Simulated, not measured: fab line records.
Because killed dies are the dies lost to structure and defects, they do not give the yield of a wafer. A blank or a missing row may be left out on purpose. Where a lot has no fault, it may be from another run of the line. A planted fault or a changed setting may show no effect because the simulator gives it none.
A single fault, viewed from 2 desks    flow berkeley cmos170    only its own numbers are on each desk; what lay behind them is given at the end

== FOR THE TOOL OWNER'S DESK: implanter-03 ==
The tool's own readings at UCB170_PVT_IMPLANT_07, given as means over the sampled wafers that have a number, one for each lot that went through this tool. If a lot's mean is further than 4 standard deviations from the usual mean, the lot is out of limits and carries the mark OUT (the distance appears in the brackets).
Columns: A = beam energy keV at UCB170_PVT_IMPLANT_07, usual 29.999; B = tilt deg at UCB170_PVT_IMPLANT_07, usual 7.001 degrees
lot   first seen here  A                         B
L490  day 6 11:32      29.989                    6.978
L491  day 6 17:35      30.005                    7.024
L499  day 8 11:05      29.999                    7.010
L509  day 10 12:22     24.595 (-99 or more) OUT  7.010
L510  day 10 22:54     24.605 (-99 or more) OUT  7.008
This desk's verdict: out of limits on L509, L510, starting with L509 at day 10 12:22 (beam energy keV at UCB170_PVT_IMPLANT_07). In limits: L490, L491, L499.

== METROLOGY DESK ==
Means of the sampled wafers that have a number, per lot and without regard to the tool the lot ran on: this is what the gauges read. If a lot's mean is further than 4 standard deviations from the usual mean, the lot is out of limits and carries the mark OUT (the distance appears in the brackets).
Columns: A = cd nm at UCB170_ACTIVE_CD_MEAS_13, usual 1200.1 nm; B = FIELD_OXIDE_LEFT_1_THK at UCB170_FIELD_THK_MEAS_90, usual 436 nm; C = PVT_TW at UCB170_PVT_TW_MEAS_09, usual 508
lot   first seen here  A       B    C
L490  day 4 18:47      1199.7  445  508
L491  day 5 04:14      1200.2  428  516
L493  day 5 12:17      1199.4  414  511
L495  day 5 20:28      1202.4  425  513
L496  day 6 04:48      1202.2  448  511
L499  day 6 14:16      1197.9  447  502
L500  day 7 09:15      1201.0  442  504
L505  day 8 02:28      1199.4  431  509
L509  day 8 18:50      1200.4  429  485 (-5.7) OUT
L508  day 8 18:57      1199.0  425  508
L510  day 9 04:54      1199.5  423  485 (-5.7) OUT
L511  day 9 05:28      1203.2  443  510
L512  day 9 05:29      1199.7  438  503
L513  day 10 04:29     1201.3  439  507
Per this desk, out of limits: L509, L510; the first was L509, day 10 12:37 (PVT_TW at UCB170_PVT_TW_MEAS_09). In limits: L490, L491, L493, L495, L496, L499, L500, L505, L508, L511, L512, L513.

== PUT TOGETHER ==
At day 10 12:22, on L509, L510, the tool owner's desk was in a position to raise an alarm.
Metrology desk: alarm possible at day 10 12:37 on L509, L510.
On implanter-03, each named lot ran UCB170_PVT_IMPLANT_07.

== WHAT THE SIMULATOR HAD INSERTED ==
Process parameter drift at UCB170_PVT_IMPLANT_07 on implanter-03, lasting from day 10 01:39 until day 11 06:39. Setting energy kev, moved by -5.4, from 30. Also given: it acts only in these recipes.
Struck lots among those shown: L509, L510.
Counting hours from when the fault started, the first reading out of limits came at 11 for the tool owner's desk and at 11 for the metrology desk.
